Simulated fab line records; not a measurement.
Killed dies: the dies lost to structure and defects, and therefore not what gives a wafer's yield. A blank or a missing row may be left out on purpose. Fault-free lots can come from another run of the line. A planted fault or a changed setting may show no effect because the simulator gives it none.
A struck lot beside a sound one || flow rit-cmos || 23 steps out of a route of 202
Sound: these wafers, L339.1, L339.3, L339.5. Struck: wafers L350.1, L350.2, L350.6. The cause is named last.
Each step with rows lists, per side, the tool, then ch with its chambers, then its first start. Under that, the readings that differ: sound wafers || struck wafers || difference of the means || sigmas: that difference in standard deviations of wafers without a fault.
alike: same words and numbers on both sides, and readings whose means sit less than 2 such deviations apart. not compared: any withheld reading, any reading some wafer has no value for, any bound like >300 that may hide the same value, and any number with overlapping values for which the record gives no deviation.
Wherever a step has rows on one side only, a row that says differs or no value, or a row with sigmas, the two part there. Numbers that have no deviation but don't overlap get no sigmas and don't part them. A reading that every wafer of one side lacks parts them only if that side has two wafers or more.

RIT_SDANNEAL_RS_MEAS_06: the measuring method here is four-point-probe.
  sound on film-metro-02 at day 4 00:32; struck on film-metro-02 at day 6 10:18
  alike: PLDD_RS
RIT_SDANNEAL_RS_MEAS_07: the measuring method here is four-point-probe.
  sound on film-metro-02 at day 4 00:40; struck on film-metro-02 at day 6 10:25
{"reading": "NLDD_RS (ohm/sq)", "sound": "151.0 150.9 151.6", "struck": "152.5 152.6 152.1", "difference": "+1.2", "sigmas": "+2"}
then, 1 step without rows for these wafers: RIT_SILICIDE_WET_ETCH_00 (etches SiO2 in BOE, target depth 14 nm, time 15 s).
RIT_SILICIDE_SPUTTER_01: material Ti, target thk 30 nm, time 240 s.
  sound on pvd-sputter-03 at day 4 00:47; struck on pvd-sputter-02 at day 6 10:33
  alike: throttle-valve-pct
RIT_SILICIDE_RS_MEAS_02: the measuring method here is four-point-probe.
  sound on film-metro-01 at day 4 00:56; struck on film-metro-01 at day 6 10:42
  alike: SILICIDE_TI_RS
RIT_SILICIDE_THK_MEAS_03: measures by xrf.
  sound on film-metro-01 at day 4 01:04; struck on film-metro-01 at day 6 10:49
  alike: SILICIDE_TI_THK
RIT_SILICIDE_RTA_04: time 10 s, ramp up 5 s, ramp down 5 s.
  sound on rtp-anneal-01 ch 0, day 4 01:07; struck on rtp-anneal-02 ch 0, day 6 10:53
  alike: wafer_temp_C_max
then, 1 step without rows for these wafers: RIT_SILICIDE_WET_ETCH_05 (etches Ti in SPM, time 120 s).
RIT_SILICIDE_RTA_06: time 10 s, ramp up 5 s, ramp down 10 s.
  sound on rtp-anneal-02 ch 0, day 4 01:14; struck on rtp-anneal-01 ch 0, day 6 10:59
  alike: wafer_temp_C_max
RIT_CONTACT_CVD_00: deposits SiO2 from TEOS, target thk 400 nm, time 61 s.
  sound on pecvd-01 ch 0,2, day 4 01:18; struck on pecvd-03 ch 0,1,2, day 6 11:04
  alike: heater-power-w
RIT_CONTACT_THK_MEAS_01:
  sound on film-metro-03 at day 4 01:21; struck on film-metro-03 at day 6 11:07
  alike: CONTACT_TEOS_THK
then, 1 step without rows for these wafers: RIT_CONTACT_HMDS_02 (prime time 60 s).
RIT_CONTACT_COAT_03: resist thk 1000 nm.
  sound on litho-track-01 ch 0, day 4 01:34; struck on litho-track-04 ch 0, day 6 11:21
{"reading": "model.NOVOLAK_of_CONTACT_COAT_03.thk-nm (nm)", "sound": "999.6 1002 998.7", "struck": "198.3 198.3 198.3", "difference": -801.8, "sigmas": ""}
then, 4 steps without rows for these wafers: RIT_CONTACT_SOFTBAKE_04 (time 60 s); RIT_CONTACT_EXPOSE_05 (exposes mask M11, target cd 1000 nm); RIT_CONTACT_PEB_06; RIT_CONTACT_DEVELOP_07 (develop time 120 s).
RIT_CONTACT_CD_MEAS_08: the cd target is 1000 nm.
  sound on cd-sem-01 at day 4 02:30; struck on cd-sem-02 at day 6 12:17
{"reading": "cd-nm (nm)", "sound": "998.8 999.2 999.6", "struck": "1153.6 1154.9 1152.6", "difference": "+154.5", "sigmas": "+70"}
RIT_CONTACT_OVL_MEAS_09:
  sound on overlay-01 at day 4 02:37; struck on overlay-01 at day 6 12:25
  alike: CONTACT_OVL
then, 1 step without rows for these wafers: RIT_CONTACT_HARDBAKE_10 (time 60 s).
RIT_CONTACT_ETCH_11: etches SiO2 in CHF3/CF4/Ar, stops on TiSi2, target depth 480 nm, time 320 s.
  sound on rie-diel-03 ch 2,3, day 4 02:48; struck on rie-diel-01 ch 1,2, day 6 12:36
{"reading": "model.NOVOLAK_of_CONTACT_COAT_03.thk-nm (nm)", "sound": "769.5 772 769.1", "struck": "63.5 63.15 63.51", "difference": -706.8, "sigmas": ""}
{"reading": "model.CONTACT.cd-nm (nm)", "sound": "998.7 999.3 999.9", "struck": "1153 1155 1152", "difference": "+154", "sigmas": ""}
  alike: cf4-flow-sccm, drypump-motor-current-A, oes-product-au, throttle-valve-pct
  not compared: rf-hours-counter-h
RIT_CONTACT_STRIP_12: strips in O2, time 180 s.
  sound on plasma-asher-01 ch 0,1, day 4 03:00; struck on plasma-asher-02 ch 0,1, day 6 12:47
  alike: drypump-motor-current-A
  not compared: rf-hours-counter-h
RIT_M1_PROBE_99:
  sound on prober-01 at day 4 07:52; struck on prober-01 at day 6 17:34
{"reading": "killed_at_M0_to_M3", "sound": "0 0 1", "struck": "0 0 0", "difference": "+0", "sigmas": -4}
{"reading": "killed-at-contacts", "sound": "0 0 0", "struck": "60 58 62", "difference": "+60", "sigmas": "+99 or more"}
{"reading": "killed-dies", "sound": "10 9 5", "struck": "69 65 70", "difference": "+60", "sigmas": "+22"}
{"reading": "killed-on-rim", "sound": "3 3 1", "struck": "32 30 29", "difference": "+28", "sigmas": "+23"}
{"reading": "model.etest.contact-to-gate.bv-right-v (V)", "sound": "92.57 90.09 92.15", "struck": "52.58 50.05 48.61", "difference": -41.19, "sigmas": ""}
{"reading": "model.etest.contact-to-gate.bv-left-v (V)", "sound": "92.34 93.47 90.6", "struck": "51.85 52.58 52.2", "difference": -39.93, "sigmas": ""}
{"reading": "model.etest.contact-pplus.rc-ohm", "sound": "1.376 1.406 1.376", "struck": "1.26 1.304 1.356", "difference": -0.08, "sigmas": ""}
{"reading": "model.etest.contact-npoly.rc-ohm", "sound": "1.405 1.357 1.339", "struck": "1.286 1.323 1.313", "difference": -0.060, "sigmas": ""}
{"reading": "model.etest.contact-nplus.rc-ohm", "sound": "1.391 1.341 1.403", "struck": "1.287 1.279 1.284", "difference": -0.095, "sigmas": ""}
{"reading": "model.etest.contact-ppoly.rc-ohm", "sound": "1.368 1.394 1.428", "struck": "1.274 1.26 1.309", "difference": -0.116, "sigmas": ""}
  alike: killed-at-front-end, killed-open, killed-short

WHERE THEY PART
Last at RIT_M1_PROBE_99 as far as this record goes, first at RIT_SDANNEAL_RS_MEAS_07.

WHY: whatever the simulator had introduced
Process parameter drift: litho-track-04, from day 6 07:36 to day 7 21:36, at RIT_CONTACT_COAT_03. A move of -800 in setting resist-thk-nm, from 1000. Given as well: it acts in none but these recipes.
